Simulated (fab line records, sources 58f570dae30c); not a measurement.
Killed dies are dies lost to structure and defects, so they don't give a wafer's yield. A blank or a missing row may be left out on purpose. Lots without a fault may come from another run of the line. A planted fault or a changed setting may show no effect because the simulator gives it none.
fab line records | flow berkeley_cmos170 | part 1 of 2: steps 1 to 40 of 44
record lots=6 wafers=18 last_day=13
route steps=331 shown CONTACT@226 M1@238 V1@254 M3@331
lots that met no fault: from a run of the same line without faults
start_h: hours from the record's first day to the start of the lot's first wafer shown | wait_h: hours since the lot's step before | " the same as in the row above | L1.1+2: a row that stands for several wafers | - no value, or no start given | * or withheld: withheld | < > ~ a bound
route shown NAME@n: a module of which the file shows steps, and the number in the route of the first | usual: mean/standard deviation of fault-free wafers | same: alike in all rows | chamber/n: place in a boat | sites: the reading at each site | _std_site: their standard deviation | _edge_site: outer sites' mean less inner sites' | radius_mm: how far each site lies from the wafer's centre | mask NAME#n: copy n | behind: the tool/chamber that last shaped the wafer | hold: why the lot was held/for how many hours/how that ended | device: the transistor (n, p or np) that didn't switch | end of line: the same wafers' tests at the end of the route | a step without rows: its recipe alone | killed: dies lost to structure and defects at the first sort, not the wafer's yield | map: a wafer's dies, x killed, . not, _ none there
set.NAME: the setting as run; set.NAME@STEP: as run at that earlier step | model.NAME: the simulator's own value behind a step, which no gauge read
lots at some steps of the route; a table a step, a row a wafer
services: from which hour (start_h, from the record's first day; less than 0 if before it) a tool's chamber was out of use, for how many hours, and why
## steps
# step UCB170_CONTACT_COAT_10
# recipe resist=KrF spin_rpm=1500 resist_thk_nm=900
# step UCB170_CONTACT_SOFTBAKE_11
# recipe resist=KrF temp_c=130 time_s=60
# step UCB170_CONTACT_EXPOSE_12
# recipe mask_id=CONT target_cd_nm=700 na=0.5 sigma_outer=0.6 source_shape=conventional dose_mj=35
# step UCB170_CONTACT_PEB_13
# recipe peb_temp_c=131.1 peb_time_s=withheld resist=KrF
# step UCB170_CONTACT_DEVELOP_14
# recipe developer=TMAH develop_time_s=45 resist=KrF dev_temp_c=21
# step UCB170_CONTACT_CD_MEAS_15
# recipe target_cd_nm=700
# usual cd_nm=700.5/1.3
# columns lot.wafer tool chamber start_h wait_h cd_nm
L596.3 cd_sem-02 - 209.69 - 703.1
L596.4 " - " " 702.4
L596.5 " - " " 703.0
L599.2 cd_sem-02 - 211.14 - 700.5
L599.4 " - " " 702.2
L599.5 " - " " 701.3
L597.3 cd_sem-02 - 211.64 - 700.1
L597.4 " - " " 699.9
L597.6 " - " " 700.4
L601.1 cd_sem-01 - 233.94 - 699.9
L601.2 " - " " 701.4
L601.6 " - " " 700.6
L606.1 cd_sem-01 - 266.34 - 699.8
L606.4 " - " " 699.9
L606.6 " - " " 700.4
L610.1 cd_sem-02 - 284.67 - 697.8
L610.4 " - " " 698.9
L610.5 " - " " 698.5
# step UCB170_CONTACT_OVL_MEAS_16
# usual CONTACT_OVL=0/5.2
# columns lot.wafer tool chamber start_h wait_h CONTACT_OVL[nm]
L596.3 overlay-01 - 209.78 0.1 5
L596.4 " - " " 3
L596.5 " - " " 4
L599.2 overlay-01 - 211.25 0.1 5
L599.4 " - " " 1
L599.5 " - " " 1
L597.3 overlay-01 - 211.74 0.1 2
L597.4 " - " " 3
L597.6 " - " " 4
L601.1 overlay-02 - 234.06 0.1 -3
L601.2 " - " " -10
L601.6 " - " " -8
L606.1 overlay-02 - 266.46 0.1 5
L606.4 " - " " -4
L606.6 " - " " 1
L610.1 overlay-02 - 284.79 0.1 3
L610.4 " - " " -3
L610.5 " - " " 0
# step UCB170_CONTACT_ETCH_17
# recipe chemistry=N2/H2 target_depth_a=withheld overetch_a=withheld target=BARC time_s=withheld source_w=500 bias_w=100 pressure_mtorr=30 n2_flow_sccm=100 h2_flow_sccm=200
# step UCB170_CONTACT_ETCH_18
# recipe chemistry=CHF3/CF4/Ar target=PSG stop_on=TiSi2 CHF3_flow_sccm=45 cf4_flow_sccm=15 Ar_flow_sccm=150 pressure_mtorr=200 rf_w=700 target_depth_a=8400 over_etch_frac=0.2 time_s=195
# step UCB170_CONTACT_STRIP_19
# recipe chemistry=O2 power_w=400 pressure_mtorr=3500 platen_temp_c=withheld o2_flow_sccm=400 overash_fraction=0.5
# usual drypump_motor_current_A=5.7/0.6 oes_product_au=0.726/0.0042
# columns lot.wafer tool chamber start_h wait_h drypump_motor_current_A oes_product_au rf_hours_counter_h
L596.3 plasma_asher-02 0 210.01 - 6.7 0.721 -
L596.4 " 1 " " 6.0 0.720 -
L596.5 " 1 " " 6.0 0.727 -
L599.2 plasma_asher-02 0 211.44 - 6.7 0.726 48
L599.4 " 0 " " 6.7 0.720 -
L599.5 " 0 " " 6.7 0.727 -
L597.3 plasma_asher-01 1 211.96 - 5.6 0.718 -
L597.4 " 0 " " 5.0 0.728 -
L597.6 " 0 " " 5.0 0.729 -
L601.1 plasma_asher-03 1 234.26 - 5.1 0.722 46
L601.2 " 0 " " 5.8 0.723 46
L601.6 " 0 " " 5.8 0.725 -
L606.1 plasma_asher-03 0 266.67 - 5.8 0.720 49
L606.4 " 1 " " 5.1 0.726 -
L606.6 " 1 " " 5.1 0.726 -
L610.1 plasma_asher-03 0 284.99 - 5.8 0.723 51
L610.4 " 1 " " 5.1 0.715 -
L610.5 " 1 " " 5.1 0.720 -
# step UCB170_CONTACT_CD_MEAS_90
# recipe target_cd_nm=700
# usual cd_nm=700.5/1.4
# columns lot.wafer tool chamber start_h wait_h cd_nm
L596.3 cd_sem-02 - 210.11 0.1 703.1
L596.4 " - " " 701.6
L596.5 " - " " 701.8
L599.2 cd_sem-01 - 211.56 0.1 699.5
L599.4 " - " " 702.8
L599.5 " - " " 700.9
L597.3 cd_sem-02 - 212.07 0.1 700.3
L597.4 " - " " 700.7
L597.6 " - " " 701.2
L601.1 cd_sem-01 - 234.36 0.1 699.7
L601.2 " - " " 702.3
L601.6 " - " " 700.2
L606.1 cd_sem-01 - 266.77 0.1 700.9
L606.4 " - " " 700.7
L606.6 " - " " 700.6
L610.1 cd_sem-02 - 285.09 0.1 696.7
L610.4 " - " " 698.1
L610.5 " - " " 698.5
# step UCB170_CONTACT_CLEAN_20
# recipe chemistry=SPM temp_c=120 time_s=600
# step UCB170_M1_SPUTTER_00
# recipe material=Al target_thk_nm=600 time_s=80 power_w=6000 chamber_pressure_pa=0.5
# usual chamber_pressure_pa=0.5001/0.001 throttle_valve_pct=30.0/0.94
# columns lot.wafer tool chamber start_h wait_h chamber_pressure_pa throttle_valve_pct model.Al_of_M1_SPUTTER_00.thk_nm
L596.3 pvd_sputter-04 - 210.37 0.0 0.4996 29.2 604.8
L596.4 " - " " 0.4985 29.1 595.6
L596.5 " - " " 0.4994 29.5 602.5
L599.2 pvd_sputter-02 - 211.84 0.0 0.4996 29.1 611.5
L599.4 " - " " 0.5009 30.2 601.9
L599.5 " - " " 0.5009 30.3 599.4
L597.3 pvd_sputter-03 - 212.32 0.0 0.4990 29.6 583
L597.4 " - " " 0.5004 29.1 581.6
L597.6 " - " " 0.5012 29.6 581.4
L601.1 pvd_sputter-03 - 234.65 0.0 0.5003 29.5 597.2
L601.2 " - " " 0.4985 29.5 597.2
L601.6 " - " " 0.4974 29.7 594.7
L606.1 pvd_sputter-02 - 267.08 0.0 0.5016 30.3 451.1
L606.4 " - " " 0.4989 29.5 455.2
L606.6 " - " " 0.4997 29.2 454.4
L610.1 pvd_sputter-02 - 285.39 0.0 0.5004 30.3 444.3
L610.4 " - " " 0.4985 29.1 455.9
L610.5 " - " " 0.5004 30.2 445.7
# step UCB170_M1_RS_MEAS_01
# recipe thk_meas_gauge=four-point-probe reads=Al_of_M1_SPUTTER_00
# usual M1_AL_RS=0.0486/0.00063
# columns lot.wafer tool chamber start_h wait_h M1_AL_RS[ohm/sq]
L596.3 film_metro-03 - 210.47 0.1 0.0481
L596.4 " - " " 0.0489
L596.5 " - " " 0.0483
L599.2 film_metro-04 - 211.92 0.1 0.0476
L599.4 " - " " 0.0483
L599.5 " - " " 0.0485
L597.3 film_metro-03 - 212.42 0.1 0.0499
L597.4 " - " " 0.0501
L597.6 " - " " 0.0500
L601.1 film_metro-04 - 234.72 0.0 0.0487
L601.2 " - " " 0.0487
L601.6 " - " " 0.0490
L606.1 film_metro-04 - 267.14 0.0 0.0651
L606.4 " - " " 0.0642
L606.6 " - " " 0.0643
L610.1 film_metro-03 - 285.45 0.0 0.0659
L610.4 " - " " 0.0641
L610.5 " - " " 0.0657
# step UCB170_M1_THK_MEAS_02
# recipe thk_meas_gauge=xrf reads=Al_of_M1_SPUTTER_00
# usual M1_AL_THK=585/7.7
# columns lot.wafer tool chamber start_h wait_h M1_AL_THK[nm]
L596.3 film_metro-03 - 210.57 0.1 588
L596.4 " - " " 578
L596.5 " - " " 582
L599.2 film_metro-04 - 212.03 0.1 602
L599.4 " - " " 592
L599.5 " - " " 588
L597.3 film_metro-03 - 212.52 0.1 564
L597.4 " - " " 565
L597.6 " - " " 563
L601.1 film_metro-04 - 234.84 0.1 585
L601.2 " - " " 583
L601.6 " - " " 581
L606.1 film_metro-04 - 267.26 0.1 441
L606.4 " - " " 449
L606.6 " - " " 446
L610.1 film_metro-03 - 285.57 0.1 433
L610.4 " - " " 445
L610.5 " - " " 434
# step UCB170_M1_COAT_03
# recipe resist=BARC temp_c=withheld time_s=withheld spin_rpm=3000 resist_thk_nm=withheld
# step UCB170_M1_COAT_04
# recipe resist=KrF spin_rpm=1500 resist_thk_nm=900
# step UCB170_M1_SOFTBAKE_05
# recipe resist=KrF temp_c=130 time_s=60
# step UCB170_M1_EXPOSE_06
# recipe mask_id=METAL1 target_cd_nm=700 na=0.5 sigma_outer=0.6 source_shape=conventional dose_mj=21
# step UCB170_M1_PEB_07
# recipe peb_temp_c=130 peb_time_s=withheld resist=KrF
# step UCB170_M1_DEVELOP_08
# recipe developer=TMAH develop_time_s=45 resist=KrF dev_temp_c=21
# step UCB170_M1_CD_MEAS_09
# recipe target_cd_nm=700
# usual cd_nm=699.8/1.2
# columns lot.wafer tool chamber start_h wait_h cd_nm
L596.3 cd_sem-01 - 211.72 - 699.1
L596.4 " - " " 699.1
L596.5 " - " " 698.8
L599.2 cd_sem-01 - 213.28 - 699.1
L599.4 " - " " 699.8
L599.5 " - " " 698.5
L597.3 cd_sem-01 - 213.57 - 702.0
L597.4 " - " " 701.7
L597.6 " - " " 700.5
L601.1 cd_sem-01 - 235.93 - 701.2
L601.2 " - " " 702.9
L601.6 " - " " 701.5
L606.1 cd_sem-01 - 268.90 - 700.3
L606.4 " - " " 699.3
L606.6 " - " " 699.3
L610.1 cd_sem-01 - 286.94 - 699.5
L610.4 " - " " 699.8
L610.5 " - " " 700.5
# step UCB170_M1_OVL_MEAS_10
# usual M1_OVL=2/6.3
# columns lot.wafer tool chamber start_h wait_h M1_OVL[nm]
L596.3 overlay-02 - 211.81 0.1 4
L596.4 " - " " -1
L596.5 " - " " 3
L599.2 overlay-02 - 213.38 0.1 8
L599.4 " - " " 10
L599.5 " - " " -4
L597.3 overlay-02 - 213.67 0.1 0
L597.4 " - " " -4
L597.6 " - " " -4
L601.1 overlay-02 - 236.05 0.1 6
L601.2 " - " " 15
L601.6 " - " " 4
L606.1 overlay-01 - 269.02 0.1 3
L606.4 " - " " 3
L606.6 " - " " 9
L610.1 overlay-02 - 287.06 0.1 5
L610.4 " - " " 15
L610.5 " - " " 0
# step UCB170_M1_ETCH_11
# recipe chemistry=N2/H2 target_depth_a=withheld overetch_a=withheld target=BARC time_s=withheld source_w=500 bias_w=100 pressure_mtorr=29.54 n2_flow_sccm=100 h2_flow_sccm=200
# usual drypump_motor_current_A=5.7/0.49 oes_product_au=0.993/0.014 throttle_valve_pct=13.40/0.12
# columns lot.wafer tool chamber start_h wait_h drypump_motor_current_A oes_product_au throttle_valve_pct
L596.3 rie_diel-01 1 211.84 0.0 5.1 0.993 13.43
L596.4 " 3 " " 5.1 1.010 13.34
L596.5 " 2 " " 5.8 1.010 13.27
L599.2 rie_diel-04 1 213.41 0.0 6.5 1.007 13.38
L599.4 " 3 " " 5.7 1.000 13.48
L599.5 " 2 " " 5.9 0.984 13.47
L597.3 rie_diel-01 0 213.69 0.0 5.4 0.976 13.34
L597.4 " 2 " " 5.8 1.018 13.27
L597.6 " 1 " " 5.1 0.992 13.45
L601.1 rie_diel-02 1 236.08 0.0 5.7 0.993 13.27
L601.2 " 0 " " 5.8 0.982 13.34
L601.6 " 3 " " 4.9 1.005 13.54
L606.1 rie_diel-02 3 269.05 0.0 4.8 1.017 13.54
L606.4 " 0 " " 5.8 0.989 13.35
L606.6 " 1 " " 5.7 0.996 13.27
L610.1 rie_diel-01 2 287.10 0.0 5.8 1.015 13.27
L610.4 " 3 " " 5.1 0.987 13.33
L610.5 " 3 " " 5.1 0.990 13.35
# step UCB170_M1_METAL_ETCH_12
# recipe chemistry=Cl2/BCl3 target=Al stop_on=PSG pressure_mtorr=12 target_depth_a=7800 over_etch_frac=0.3 time_s=130 icp_w=600 bias_w=120 Cl2_flow_sccm=90 bcl3_flow_sccm=45
# usual drypump_motor_current_A=5.58/0.23 he_backside_leak_sccm=3.39/0.27 oes_product_au=0.856/0.017 throttle_valve_pct=24.32/0.14
# columns lot.wafer tool chamber start_h wait_h drypump_motor_current_A he_backside_leak_sccm oes_product_au rf_hours_counter_h throttle_valve_pct
L596.3 rie_metal-04 0 211.92 - 5.72 3.53 0.876 - 24.30
L596.4 " 1 " " 5.86 3.56 0.846 - 24.55
L596.5 " 0 " " 5.69 3.43 0.876 - 24.31
L599.2 rie_metal-03 0 213.45 - 5.25 3.59 0.887 6 24.13
L599.4 " 1 " " 5.32 3.08 0.840 - 24.16
L599.5 " 1 " " 5.33 3.04 0.845 - 24.19
L597.3 rie_metal-02 1 213.82 - 5.71 3.43 0.836 - 24.39
L597.4 " 1 " " 5.74 3.40 0.833 - 24.39
L597.6 " 1 " " 5.70 3.44 0.832 - 24.40
L601.1 rie_metal-04 0 236.13 - 5.73 3.50 0.873 13 24.32
L601.2 " 1 " " 5.92 3.57 0.851 10 24.53
L601.6 " 1 " " 5.92 3.42 0.854 - 24.53
L606.1 rie_metal-04 1 269.09 - 5.90 3.59 0.734 11 24.59
L606.4 " 1 " " 5.90 3.55 0.738 - 24.59
L606.6 " 1 " " 5.90 3.58 0.740 - 24.59
L610.1 rie_metal-04 0 287.14 - 5.74 3.63 0.747 15 24.38
L610.4 " 1 " " 5.92 3.46 0.747 - 24.59
L610.5 " 0 " " 5.72 3.70 0.748 - 24.37
# step UCB170_M1_STRIP_13
# recipe chemistry=O2 power_w=400 pressure_mtorr=3500 platen_temp_c=withheld o2_flow_sccm=400 overash_fraction=0.5
# usual drypump_motor_current_A=5.9/0.54 oes_product_au=0.720/0.0047
# columns lot.wafer tool chamber start_h wait_h drypump_motor_current_A oes_product_au rf_hours_counter_h
L596.3 plasma_asher-02 0 212.04 0.1 6.7 0.723 -
L596.4 " 1 " " 6.1 0.725 -
L596.5 " 1 " " 6.1 0.717 -
L599.2 plasma_asher-02 1 213.59 0.1 6.0 0.723 49
L599.4 " 0 " " 6.7 0.720 -
L599.5 " 1 " " 6.1 0.728 -
L597.3 plasma_asher-04 0 214.03 0.2 6.1 0.720 -
L597.4 " 1 " " 5.5 0.725 -
L597.6 " 0 " " 6.1 0.719 -
L601.1 plasma_asher-02 0 236.26 0.1 6.7 0.722 51
L601.2 " 1 " " 6.1 0.715 51
L601.6 " 0 " " 6.7 0.714 -
L606.1 plasma_asher-04 1 269.23 0.1 5.5 0.722 17
L606.4 " 1 " " 5.5 0.723 -
L606.6 " 1 " " 5.5 0.711 -
L610.1 plasma_asher-02 1 287.27 0.1 6.1 0.727 57
L610.4 " 0 " " 6.7 0.722 -
L610.5 " 0 " " 6.7 0.721 -
# step UCB170_M1_CD_MEAS_90
# recipe target_cd_nm=700
# usual cd_nm=700.0/2.1
# columns lot.wafer tool chamber start_h wait_h cd_nm
L596.3 cd_sem-01 - 212.17 0.1 701.6
L596.4 " - " " 703.0
L596.5 " - " " 701.1
L599.2 cd_sem-02 - 213.71 0.1 696.7
L599.4 " - " " 699.6
L599.5 " - " " 696.8
L597.3 cd_sem-01 - 214.14 0.1 700.3
L597.4 " - " " 699.7
L597.6 " - " " 701.5
L601.1 cd_sem-02 - 236.36 0.1 702.1
L601.2 " - " " 703.5
L601.6 " - " " 701.4
L606.1 cd_sem-02 - 269.33 0.1 701.6
L606.4 " - " " 701.8
L606.6 " - " " 700.8
L610.1 cd_sem-02 - 287.37 0.1 702.8
L610.4 " - " " 702.4
L610.5 " - " " 701.2
# step UCB170_M1_ANNEAL_14
# recipe temp_c=400 time_s=1200 ambient=forming_gas
# step UCB170_V1_CVD_00
# recipe material=SiO2 target_thk_nm=2000 temp_c=390 precursor=TEOS/O2 time_s=250 rf_w=550 pressure_mtorr=9000
# usual heater_power_w=274/67
# columns lot.wafer tool chamber start_h wait_h heater_power_w since_wet_clean_h
L596.3 pecvd-03 0 214.88 0.1 308 -
L596.4 " 2 " " 320 -
L596.5 " 0 " " 212 -
L599.2 pecvd-02 2 216.13 0.0 239 295
L599.4 " 1 " " 279 -
L599.5 " 0 " " 190 -
L597.3 pecvd-03 2 216.21 0.1 321 -
L597.4 " 0 " " 213 -
L597.6 " 2 " " 412 -
L601.1 pecvd-04 0 238.32 0.0 356 424
L601.2 " 2 " " 231 424
L601.6 " 0 " " 260 -
L606.1 pecvd-02 0 271.56 0.0 224 350
L606.4 " 0 " " 278 -
L606.6 " 1 " " 191 -
L610.1 pecvd-03 2 289.16 0.0 384 140
L610.4 " 0 " " 302 -
L610.5 " 2 " " 316 -
# step UCB170_V1_THK_MEAS_01
# recipe reads=SiO2_of_V1_CVD_00
# usual V1_TEOS_THK=1998/29
# columns lot.wafer tool chamber start_h wait_h V1_TEOS_THK[nm]
L596.3 film_metro-04 - 215.05 0.1 2014
L596.4 " - " " 2043
L596.5 " - " " 1986
L599.2 film_metro-04 - 216.30 0.1 1981
L599.4 " - " " 1998
L599.5 " - " " 2014
L597.3 film_metro-02 - 216.38 0.1 2034
L597.4 " - " " 1988
L597.6 " - " " 2033
L601.1 film_metro-02 - 238.47 0.1 1992
L601.2 " - " " 2016
L601.6 " - " " 2015
L606.1 film_metro-04 - 271.72 0.1 1924
L606.4 " - " " 1966
L606.6 " - " " 1991
L610.1 film_metro-04 - 289.46 0.2 1991
L610.4 " - " " 1978
L610.5 " - " " 2023
# step UCB170_V1_CMP_02
# recipe material=SiO2 down_force_psi=6 platen_rpm=60 pad_velocity_m_s=0.75398
# usual motor_current_A=16.3/1.6
# columns lot.wafer tool chamber start_h wait_h motor_current_A
L596.3 cmp-01 0 215.14 0.1 15.0
L596.4 " 2 " " 17.5
L596.5 " 3 " " 16.4
L599.4 cmp-01 2 216.35 0.0 17.1
L599.2 " 1 " " 17.3
L599.5 " 2 " " 18.0
L597.3 cmp-01 2 216.65 0.3 17.2
L597.4 " 1 " " 17.1
L597.6 " 2 " " 18.2
L601.1 cmp-01 1 238.53 0.1 18.8
L601.2 " 2 " " 17.5
L601.6 " 2 " " 17.3
L606.4 cmp-01 0 271.78 0.0 15.5
L606.1 " 3 " " 15.9
L606.6 " 0 " " 14.8
L610.1 cmp-02 1 289.57 0.1 18.4
L610.4 " 2 " " 13.4
L610.5 " 1 " " 18.9
# step UCB170_V1_BOW_MEAS_03
# recipe mode=bow
# usual V1_BOW=21/7.2
# columns lot.wafer tool chamber start_h wait_h V1_BOW[um]
L596.3 film_metro-04 - 215.43 0.2 25
L596.4 " - " " 19
L596.5 " - " " 15
L599.2 film_metro-03 - 216.67 0.1 38
L599.4 " - " " 24
L599.5 " - " " 22
L597.3 film_metro-02 - 216.99 0.3 7
L597.4 " - " " 7
L597.6 " - " " 19
L601.1 film_metro-04 - 238.83 0.2 11
L601.2 " - " " 19
L601.6 " - " " 17
L606.1 film_metro-04 - 272.08 0.1 19
L606.4 " - " " 21
L606.6 " - " " 17
L610.1 film_metro-03 - 289.82 0.2 11
L610.4 " - " " 27
L610.5 " - " " 15
# step UCB170_V1_THK_MEAS_04
# recipe reads=SiO2_of_V1_CVD_00
# usual V1_POLISHED_THK=999.7/1.2
# columns lot.wafer tool chamber start_h wait_h V1_POLISHED_THK[nm]
L596.3 film_metro-04 - 215.53 0.1 999.9
L596.4 " - " " 999.4
L596.5 " - " " 998.5
L599.2 film_metro-03 - 216.78 0.1 998.3
L599.4 " - " " 997.8
L599.5 " - " " 998.5
L597.3 film_metro-02 - 217.09 0.1 999.6
L597.4 " - " " 1001.1
L597.6 " - " " 1001.0
L601.1 film_metro-04 - 238.95 0.1 1001.6
L601.2 " - " " 999.5
L601.6 " - " " 1000.8
L606.1 film_metro-04 - 272.20 0.1 1000.1
L606.4 " - " " 1002.1
L606.6 " - " " 1000.6
L610.1 film_metro-03 - 289.94 0.1 998.6
L610.4 " - " " 1001.3
L610.5 " - " " 998.7
# step UCB170_V1_CLEAN_05
# recipe chemistry=DIW
# step UCB170_V1_HMDS_06
# recipe prime_time_s=60 prime_temp_c=100
# step UCB170_V1_COAT_07
# recipe resist=KrF spin_rpm=1500 resist_thk_nm=900
# step UCB170_V1_SOFTBAKE_08
# recipe resist=KrF temp_c=130 time_s=60
# step UCB170_V1_EXPOSE_09
# recipe mask_id=VIA1 target_cd_nm=700 na=0.5 sigma_outer=0.6 source_shape=conventional dose_mj=37
# step UCB170_V1_PEB_10
# recipe peb_temp_c=129.5 peb_time_s=withheld resist=KrF
# step UCB170_V1_DEVELOP_11
# recipe developer=TMAH develop_time_s=45 resist=KrF dev_temp_c=21
## key
first_sign step=UCB170_M1_RS_MEAS_01 reading=M1_AL_RS direction=up sigmas=26 usual=0.0486 struck=0.0649
effect step=UCB170_M1_THK_MEAS_02 reading=M1_AL_THK direction=down sigmas=19 usual=585 struck=441
effect step=UCB170_M1_METAL_ETCH_12 reading=oes_product_au direction=down sigmas=6.8 usual=0.856 struck=0.743
model_effect step=UCB170_M1_SPUTTER_00 value=Al_of_M1_SPUTTER_00.thk_nm without=602.5 struck=451.1
model_effect step=UCB170_V1_ETCH_14 value=Al_of_M1_SPUTTER_00.thk_nm without=604.7 struck=453.2
model_effect step=UCB170_M3_PROBE_99 value=etest.m1.rs_ohm_sq without=0.04812 struck=0.06428
met_at UCB170_M1_SPUTTER_00
struck_wafers L606.1,L606.4,L606.6,L610.1,L610.4,L610.5
onset_between 211.84 267.08
also_fits time
fault kind=process_parameter_drift tool=pvd_sputter-02 chamber=- onset_h=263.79 steps=UCB170_M1_SPUTTER_00 channel=target_thk_nm offset=-151.45 shape=step end_h=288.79 acts_in=these_recipes_only stated=600
